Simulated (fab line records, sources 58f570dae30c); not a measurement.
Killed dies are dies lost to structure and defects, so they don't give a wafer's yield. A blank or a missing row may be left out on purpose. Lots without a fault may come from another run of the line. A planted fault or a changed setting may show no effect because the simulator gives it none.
Split-lot experiment | flow berkeley_cmos170 | 5 lots, 23 wafers read, on a route of 331 steps

THE SPLIT
At UCB170_SDANNEAL_RTA_01 (time 5 s), the setting time_s was moved away from the recipe's 5 s on 4 of the 23 wafers read, by -10.0% to +11.0%. The other wafers ran this setting at the recipe's value.

The file shows no step between the split and the reading.

THE READING
PSD_RS, in ohm/sq, at UCB170_SDANNEAL_RS_MEAS_02 (measures by four-point-probe). Fault-free wafers of this fab line usually give 75.65 ohm/sq, standard deviation 0.29 ohm/sq.

wafer  | tool, chamber at the split | time_s as run, s | against the recipe | PSD_RS, ohm/sq | against lot-mates on the recipe
L074.1 | rtp_anneal-02, 0           | 5                | recipe             | 75.65          | -
L074.2 | rtp_anneal-02, 0           | 5                | recipe             | 75.63          | -
L074.4 | rtp_anneal-02, 0           | 5                | recipe             | 75.50          | -
L074.5 | rtp_anneal-02, 0           | 5.551            | +11.0%             | 73.79          | -1.80
L074.6 | rtp_anneal-02, 0           | 5.551            | +11.0%             | 73.88          | -1.71
L077.1 | rtp_anneal-01, 0           | 5                | recipe             | 75.86          | -
L077.2 | rtp_anneal-01, 0           | 5                | recipe             | 75.33          | -
L077.3 | rtp_anneal-01, 0           | 5                | recipe             | 75.77          | -
L077.5 | rtp_anneal-01, 0           | 5                | recipe             | 75.96          | -
L077.6 | rtp_anneal-01, 0           | 5                | recipe             | 75.70          | -
L079.3 | rtp_anneal-02, 0           | 5                | recipe             | 75.37          | -
L079.4 | rtp_anneal-02, 0           | 5                | recipe             | 75.20          | -
L079.5 | rtp_anneal-02, 0           | 5                | recipe             | 75.13          | -
L081.1 | rtp_anneal-02, 0           | 5                | recipe             | 75.65          | -
L081.2 | rtp_anneal-02, 0           | 5                | recipe             | 76.09          | -
L081.3 | rtp_anneal-02, 0           | 5                | recipe             | 76.00          | -
L081.4 | rtp_anneal-02, 0           | 5                | recipe             | 75.79          | -
L081.6 | rtp_anneal-02, 0           | 5                | recipe             | 76.18          | -
L080.1 | rtp_anneal-01, 0           | 4.499            | -10.0%             | 77.39          | +1.99
L080.3 | rtp_anneal-01, 0           | 5                | recipe             | 75.28          | -
L080.4 | rtp_anneal-01, 0           | 4.499            | -10.0%             | 77.59          | +2.19
L080.5 | rtp_anneal-01, 0           | 5                | recipe             | 75.71          | -
L080.6 | rtp_anneal-01, 0           | 5                | recipe             | 75.22          | -

THE FIT
A straight line over all 23 wafers: PSD_RS changes by -0.173 ohm/sq for each +1% of time_s; r = -0.94; the points scatter about the line by 0.3 ohm/sq.
The same after taking each lot's own level away (the mean of its wafers on the recipe; 23 wafers): -0.182 ohm/sq for each +1%; r = -0.97; scatter 0.2 ohm/sq.
On that fit, the largest move of time_s shifts the reading by 2 ohm/sq.
The lots' own levels span 75.233 to 75.942 ohm/sq, that is 2.4 times the standard deviation above.
So the lot-to-lot level changes the slope little: the two slopes agree.
Check: with one of the wafers moved furthest among these (+11.0%) left out of the fit, the line predicts -2.03 ohm/sq for it against its lot-mates. It came out at -1.8 ohm/sq against them.

THE FILE'S OWN FIT
PSD_RS changes by -0.182 ohm/sq for each +1% of time_s, r = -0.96.
